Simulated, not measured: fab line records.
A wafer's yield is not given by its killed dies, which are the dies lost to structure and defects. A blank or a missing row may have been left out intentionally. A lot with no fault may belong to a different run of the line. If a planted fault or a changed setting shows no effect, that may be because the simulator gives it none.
Which tool was responsible?	flow rit cmos	14 lots, 42 wafers sampled, at 4 steps of a route of 202

== WHAT THE GAUGES SHOWED, per wafer ==
RIT_FOX2_THK_MEAS_01.
lot	measured	on	FOX2_OXIDE_THK (nm)
L797	day 1 18:29	film metro-03	346 345 356
L798	day 2 01:25	film metro-03	361 359 361
L799	day 2 06:53	film metro-04	350 359 357
L800	day 2 11:13	film metro-04	358 354 354
L807	day 3 22:13	film metro-03	371 371 370
L809	day 4 08:35	film metro-03	372 368 374
L810	day 4 13:34	film metro-04	354 356 355
L811	day 4 17:26	film metro-02	346 345 345
L812	day 4 23:07	film metro-04	343 343 354
L813	day 5 03:41	film metro-04	351 356 348
L814	day 5 10:19	film metro-03	350 348 351
L815	day 5 15:05	film metro-02	356 364 364
L817	day 6 00:59	film metro-02	351 353 357
L820	day 6 14:05	film metro-03	355 349 353

RIT_FOX2_THK_MEAS_90.
lot	measured	on	FIELD_OXIDE_LEFT_1_THK (nm)
L797	day 1 19:22	film metro-04	319 317 329
L798	day 2 02:17	film metro-03	334 331 334
L799	day 2 07:45	film metro-04	323 332 330
L800	day 2 12:10	film metro-04	331 326 327
L807	day 3 23:05	film metro-03	344 344 342
L809	day 4 09:28	film metro-03	345 340 346
L810	day 4 15:13	film metro-03	327 329 328
L811	day 4 18:26	film metro-02	320 318 318
L812	day 5 00:45	film metro-02	316 316 327
L813	day 5 05:20	film metro-04	324 329 321
L814	day 5 11:16	film metro-02	323 321 323
L815	day 5 15:58	film metro-04	329 336 335
L817	day 6 01:52	film metro-04	324 325 329
L820	day 6 14:58	film metro-02	328 322 325

RIT_FOX2_THK_MEAS_91.
lot	measured	on	FIELD_OXIDE_LEFT_2_THK (nm)
L797	day 2 08:11	film metro-03	251 248 260
L798	day 2 14:57	film metro-02	266 264 266
L799	day 2 20:43	film metro-02	254 263 261
L800	day 3 01:55	film metro-03	263 258 259
L807	day 4 12:31	film metro-04	276 275 274
L809	day 4 22:44	film metro-02	276 271 277
L810	day 5 04:08	film metro-02	258 260 259
L811	day 5 06:44	film metro-02	252 250 250
L812	day 5 13:04	film metro-03	248 247 258
L813	day 5 18:46	film metro-03	255 260 252
L814	day 5 23:56	film metro-03	255 254 257
L815	day 6 05:04	film metro-02	260 268 267
L817	day 6 15:26	film metro-02	256 258 261
L820	day 7 03:39	film metro-03	260 254 258

== WHAT TOOL EACH LOT RAN ON (gives the tool, then ch and the chambers of the sampled wafers, and finally the start) ==
lot	RIT_FOX2_OXIDATION_00
L797	furnace-01 ch 0, day 1 17:10
L798	furnace-01 ch 0, day 2 00:05
L799	furnace-03 ch 0, day 2 05:34
L800	furnace-03 ch 0, day 2 09:53
L807	furnace-04 ch 0, day 3 20:53
L809	furnace-04 ch 0, day 4 07:15
L810	furnace-03 ch 0, day 4 12:15
L811	furnace-01 ch 0, day 4 16:07
L812	furnace-01 ch 0, day 4 21:48
L813	furnace-01 ch 0, day 5 02:23
L814	furnace-03 ch 0, day 5 09:00
L815	furnace-03 ch 0, day 5 13:45
L817	furnace-03 ch 0, day 5 23:41
L820	furnace-01 ch 0, day 6 12:46
- RIT_FOX2_OXIDATION_00: target thk 350.7 nm, ox time 1130 s.

== WHAT THE TOOLS THEMSELVES READ (means of the sampled wafers that have a number; where no wafer has one, the mark that the record gives instead) ==
RIT_FOX2_OXIDATION_00.
lot	tool	spike tc centre C (C)	spike tc load C (C)	spike tc source C (C)	zone power centre pct (%)
L797	furnace-01	1103.3	1127.9	1123.5	50
L798	furnace-01	1103.7	1128.4	1123.4	50
L799	furnace-03	1103.2	1129.9	1127.0	62
L800	furnace-03	1103.7	1128.4	1127.0	63
L807	furnace-04	1113.3	1136.3	1132.8	56
L809	furnace-04	1114.3	1136.5	1132.7	55
L810	furnace-03	1103.9	1127.9	1127.3	63
L811	furnace-01	1103.5	1127.7	1123.4	50
L812	furnace-01	1103.8	1128.9	1124.0	50
L813	furnace-01	1104.0	1127.5	1123.1	50
L814	furnace-03	1103.3	1127.3	1127.5	63
L815	furnace-03	1103.6	1128.5	1126.9	62
L817	furnace-03	1103.0	1129.2	1127.2	62
L820	furnace-01	1103.3	1128.3	1123.0	50

== THE ANSWER, worked out from the rows above alone ==
Rule: what is usual is taken from the lots themselves. Put in order of their means at a reading, lots are off if they are a third of the lots or fewer, leave a main group of 4 or more, and stand apart from it by a gap of 3 or more times the standard deviation of the main group's means; of several such gaps the widest counts. The tables above print the reading to a certain number of digits; a main group whose means all agree to those digits is not used. Also off: a lot with no number at a reading for which 4 or more lots have one. The other lots that the step has rows for count as sound. After the gauges, taken in route order, come the tools' own readings; for these a lot's mean is taken, as printed above. The first step at which some lot is off is used, and at that step the reading that is off furthest; a lot without a number counts as furthest.
Off: L807, L809 (RIT_FOX2_OXIDATION_00, spike tc centre C). For the main group the mean is 1103.5 C and the standard deviation 0.29.
If a tool, at that step or one of the process steps before it, ran each lot that is off and ran no sound lot following the first of them, it fits. One candidate fits, namely furnace-04 at RIT_FOX2_OXIDATION_00. It ran no sound lot before its first lot that is off in this sample, so the start can't be narrowed down.
The tool's own readings at RIT_FOX2_OXIDATION_00 bear it out: on the lots that are off they differ by more than 5 times the standard deviation of the sound lots' means. spike tc centre C reads 1113.8 C there against 1103.5 C on the sound lots; spike tc load C reads 1136.4 C there against 1128.3 C on the sound lots.

== WHAT HAD BEEN PUT IN BY THE SIMULATOR ==
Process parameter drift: furnace-04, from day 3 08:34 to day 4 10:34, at RIT_FOX2_OXIDATION_00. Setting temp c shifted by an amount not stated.
Lots struck among those shown: L807, L809. This agrees with what the rule above found.
